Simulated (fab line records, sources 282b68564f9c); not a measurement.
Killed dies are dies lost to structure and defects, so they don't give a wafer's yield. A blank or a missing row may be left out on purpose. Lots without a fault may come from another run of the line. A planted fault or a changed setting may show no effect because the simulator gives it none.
fab line records | flow rit_cmos
record lots=15 wafers=45 last_day=7
route steps=202 shown REOX@101 M1@202
lots that met no fault: from a run of the same line without faults
start_h: hours from the record's first day to the start of the lot's first wafer shown | wait_h: hours since the lot's step before | " the same as in the row above | L1.1+2: a row that stands for several wafers | - no value, or no start given | * or withheld: withheld | < > ~ a bound
route shown NAME@n: a module of which the file shows steps, and the number in the route of the first | usual: mean/standard deviation of fault-free wafers | same: alike in all rows | chamber/n: place in a boat | sites: the reading at each site | _std_site: their standard deviation | _edge_site: outer sites' mean less inner sites' | radius_mm: how far each site lies from the wafer's centre | mask NAME#n: copy n | behind: the tool/chamber that last shaped the wafer | hold: why the lot was held/for how many hours/how that ended | device: the transistor (n, p or np) that didn't switch | end of line: the same wafers' tests at the end of the route | a step without rows: its recipe alone | killed: dies lost to structure and defects at the first sort, not the wafer's yield | map: a wafer's dies, x killed, . not, _ none there
set.NAME: the setting as run; set.NAME@STEP: as run at that earlier step | model.NAME: the simulator's own value behind a step, which no gauge read
steps of the route over a sample of lots; a table a step, a row a wafer
services: from which hour (start_h, from the record's first day; less than 0 if before it) a tool's chamber was out of use, for how many hours, and why
## steps
# step RIT_REOX_OXIDATION_03
# recipe temp_c=900 ambient=O2 target_thk_a=252 ox_time_s=5580
# usual spike_tc_centre_C=903.6/1.3 spike_tc_load_C=924.3/2.7 spike_tc_source_C=921.0/2.6 tube_center_temp_C=900/0.082 tube_center_temp_C_max=902.3/0.38
# same ox_time_s=5580
# columns lot.wafer tool chamber start_h wait_h spike_tc_centre_C spike_tc_load_C spike_tc_source_C tube_center_temp_C tube_center_temp_C_max
L226.1 furnace-01 0 40.38 0.0 905.0 920.9 918.8 899.91 903.1
L226.3 " 0 " " 903.9 920.8 920.3 900.08 901.9
L226.4 " 0 " " 904.8 920.9 920.6 900.12 902.0
L227.1 furnace-03 0 44.52 0.0 902.3 927.0 917.4 900.17 902.1
L227.2 " 0 " " 903.8 926.8 922.1 900.05 902.0
L227.5 " 0 " " 903.5 926.5 918.8 899.92 901.9
L228.1 furnace-01 0 47.41 0.0 904.2 921.6 920.6 899.98 902.0
L228.3 " 0 " " 903.7 923.6 921.2 900.03 903.0
L228.5 " 0 " " 903.7 921.4 920.9 900.04 902.8
L229.1 furnace-01 0 52.06 0.0 904.5 921.1 921.6 900 902.3
L229.2 " 0 " " 904.1 922.1 921.8 900 902.3
L229.6 " 0 " " 905.9 922.1 922.6 899.86 902.7
L230.2 furnace-03 0 59.77 0.0 902.5 926.6 917.7 899.99 901.8
L230.4 " 0 " " 901.6 926.5 918.0 900 902.2
L230.5 " 0 " " 903.4 927.4 921.4 899.98 902.1
L231.2 furnace-01 0 64.75 0.0 905.4 921.9 920.1 900.13 902.5
L231.3 " 0 " " 905.0 922.2 921.3 899.95 901.9
L231.6 " 0 " " 905.9 921.5 921.3 900.07 902.3
L232.1 furnace-01 0 67.75 0.0 919.1 938.0 935.4 915.12 917.7
L232.2 " 0 " " 920.1 936.5 936.8 915.04 917.5
L232.3 " 0 " " 918.2 936.9 937.6 914.94 917.6
L233.1 furnace-01 0 72.67 0.0 918.4 937.3 936.4 915.12 917.3
L233.3 " 0 " " 920.6 937.7 937.6 915.12 917.2
L233.5 " 0 " " 917.9 937.2 935.8 914.9 917.4
L234.1 furnace-03 0 77.48 0.0 902.7 928.1 918.8 899.99 902.3
L234.2 " 0 " " 903.4 925.9 917.7 900.17 902.3
L234.3 " 0 " " 904.6 926.0 918.7 899.89 902.7
L235.2 furnace-01 0 83.46 0.0 921.4 938.1 937.0 915.04 917.8
L235.3 " 0 " " 919.5 936.2 935.7 914.97 916.8
L235.6 " 0 " " 918.8 935.8 936.0 915.05 917.1
L239.2 furnace-04 0 101.95 0.2 903.4 930.0 927.0 900.12 902.5
L239.4 " 0 " " 903.7 926.6 926.3 899.94 902.2
L239.5 " 0 " " 904.6 928.1 927.5 900.07 902.1
L244.1 furnace-03 0 133.44 0.0 903.5 924.6 919.8 899.96 902.7
L244.4 " 0 " " 903.8 925.5 919.4 899.98 902.9
L244.6 " 0 " " 901.5 925.7 919.4 900.05 903.0
L245.2 furnace-03 0 137.72 0.6 903.0 927.0 918.0 900.05 903.1
L245.4 " 0 " " 902.6 925.3 921.8 899.98 902.7
L245.5 " 0 " " 902.0 926.8 919.8 900.04 902.3
L246.1 furnace-03 0 142.32 0.0 903.3 924.9 921.0 899.87 902.0
L246.2 " 0 " " 903.1 927.7 919.6 899.98 902.2
L246.3 " 0 " " 902.6 926.6 918.5 900.08 902.3
L248.3 furnace-03 0 149.98 0.0 901.4 926.6 919.4 899.97 902.6
L248.5 " 0 " " 902.7 927.7 919.1 900.08 902.4
L248.6 " 0 " " 901.6 924.9 918.0 899.94 902.3
# step RIT_REOX_THK_MEAS_04
# recipe reads=SiO2_of_REOX_OXIDATION_03
# usual REOX_OXIDE_THK=25.0/0.47
# columns lot.wafer tool chamber start_h wait_h REOX_OXIDE_THK[nm]
L226.1 film_metro-04 - 42.93 0.0 25.0
L226.3 " - " " 25.0
L226.4 " - " " 25.6
L227.1 film_metro-03 - 47.07 0.0 24.2
L227.2 " - " " 24.3
L227.5 " - " " 24.6
L228.1 film_metro-03 - 49.96 0.0 25.4
L228.3 " - " " 26.2
L228.5 " - " " 26.1
L229.1 film_metro-02 - 54.61 0.0 25.1
L229.2 " - " " 24.8
L229.6 " - " " 24.9
L230.2 film_metro-02 - 62.33 0.0 24.6
L230.4 " - " " 24.6
L230.5 " - " " 24.5
L231.2 film_metro-04 - 67.31 0.0 25.2
L231.3 " - " " 25.2
L231.6 " - " " 25.2
L232.1 film_metro-04 - 70.30 0.0 28.6
L232.2 " - " " 29.2
L232.3 " - " " 28.7
L233.1 film_metro-03 - 75.22 0.0 28.7
L233.3 " - " " 28.6
L233.5 " - " " 28.9
L234.1 film_metro-03 - 80.03 0.0 24.2
L234.2 " - " " 24.7
L234.3 " - " " 24.8
L235.2 film_metro-04 - 86.02 0.0 29.7
L235.3 " - " " 29.1
L235.6 " - " " 29.0
L239.2 film_metro-04 - 104.51 0.0 25.4
L239.4 " - " " 25.2
L239.5 " - " " 24.8
L244.1 film_metro-02 - 135.99 0.0 25.2
L244.4 " - " " 24.7
L244.6 " - " " 24.9
L245.2 film_metro-03 - 140.28 0.0 25.5
L245.4 " - " " 25.9
L245.5 " - " " 26.2
L246.1 film_metro-04 - 144.87 0.0 24.7
L246.2 " - " " 24.7
L246.3 " - " " 24.8
L248.3 film_metro-02 - 152.55 0.0 25.5
L248.5 " - " " 26.0
L248.6 " - " " 25.5
# step RIT_M1_PROBE_99
# usual killed_at_M0_to_M3=0.0/0.16 killed_at_contacts=0.1/0.24 killed_at_front_end=6.7/2.9 killed_dies=6.8/2.9 killed_on_rim=1.8/1.3 killed_open=3.5/1.8 killed_short=3.3/2.1
# same gross_dies=264 killed_at_M4_up=0 killed_at_back_side=0 killed_at_other=0
# columns lot.wafer tool chamber start_h wait_h killed_at_M0_to_M3 killed_at_contacts killed_at_front_end killed_dies killed_on_rim killed_open killed_short
L235.2 prober-01 - 102.94 0.1 0 0 5 5 0 1 4
L235.3 prober-01 - 102.99 0.2 0 0 5 5 2 3 2
L235.6 prober-01 - 103.14 0.2 0 0 5 5 3 2 3
L244.1 prober-01 - 153.77 0.1 0 0 7 7 0 4 3
L244.4 prober-01 - 153.92 0.2 0 1 3 4 1 3 1
L244.6 prober-01 - 154.02 0.2 0 0 6 6 2 5 1
L246.1 prober-01 - 161.42 0.1 0 0 8 8 3 3 5
L246.2 prober-01 - 161.47 0.1 0 0 4 4 1 2 2
L246.3 prober-01 - 161.52 0.2 0 0 5 5 0 4 1
# killed by level:class
L235.2 GATE:geometric_particle:short=2 FOX1:geometric_particle:short=1 GATE:geometric_particle:open=1 SPACER:geometric_particle:short=1
L235.3 FOX1:geometric_particle:open=1 GATE:geometric_particle:short=1 REOX:geometric_particle:open=1 SPACER:geometric_particle:open=1 SPACER:geometric_particle:short=1
L235.6 GATE:geometric_particle:short=3 REOX:geometric_particle:open=1 SPACER:geometric_particle:open=1
L244.1 SPACER:geometric_particle:open=2 FOX1:geometric_particle:open=1 GATE:geometric_particle:short=1 GATE:geometric_particle:open=1 SPACER:geometric_particle:short=1 SILICIDE:geometric_particle:short=1
L244.4 FOX1:geometric_particle:short=1 GATE:geometric_particle:open=1 SPACER:geometric_particle:open=1 CONTACT:geometric_particle:open=1
L244.6 REOX:geometric_particle:open=2 SPACER:geometric_particle:open=2 FOX2:geometric_particle:open=1 SPACER:geometric_particle:short=1
L246.1 FOX1:geometric_particle:short=2 GATE:geometric_particle:open=2 FOX1:geometric_particle:open=1 GATE:geometric_particle:short=1 REOX:geometric_particle:short=1 SPACER:geometric_particle:short=1
L246.2 GATE:geometric_particle:short=1 GATE:geometric_particle:open=1 SILICIDE:geometric_particle:short=1 SILICIDE:geometric_particle:open=1
L246.3 FOX1:geometric_particle:open=2 FOX1:geometric_particle:short=1 GATE:geometric_particle:open=1 SILICIDE:geometric_particle:open=1
## services
# columns tool chamber start_h hours kind
furnace-04 - 48.60 4.5 pm
furnace-01 - 98.39 2.6 pm
furnace-03 - 102.05 5.5 pm
furnace-04 - 108.13 23.4 pm
furnace-01 - 112.59 1.3 pm
furnace-03 - 114.67 3.3 pm
furnace-04 - 131.49 3.4 pm
## key
first_sign step=RIT_REOX_OXIDATION_03 reading=tube_center_temp_C direction=up sigmas=99+ usual=* struck=*
effect step=RIT_REOX_OXIDATION_03 reading=tube_center_temp_C_max direction=up sigmas=40 usual=* struck=*
effect step=RIT_REOX_THK_MEAS_04 reading=REOX_OXIDE_THK direction=up sigmas=8.4 usual=25.0 struck=28.9
met_at RIT_REOX_OXIDATION_03
struck_lots L232,L233,L235
tester_left_out L232,L233,L235
fault kind=process_parameter_drift tool=furnace-01 chamber=- onset_h=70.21 steps=RIT_REOX_OXIDATION_03 channel=temp_c offset=* shape=step end_h=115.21 acts_in=* stated=*
# tester_left_out: of these lots the tester's yield and bins aren't shown, on N5 and GAA mostly nor the transistor test; their killed dies are dies lost to structure and defects alone, not to doping, threshold or leakage, so they don't give the yield
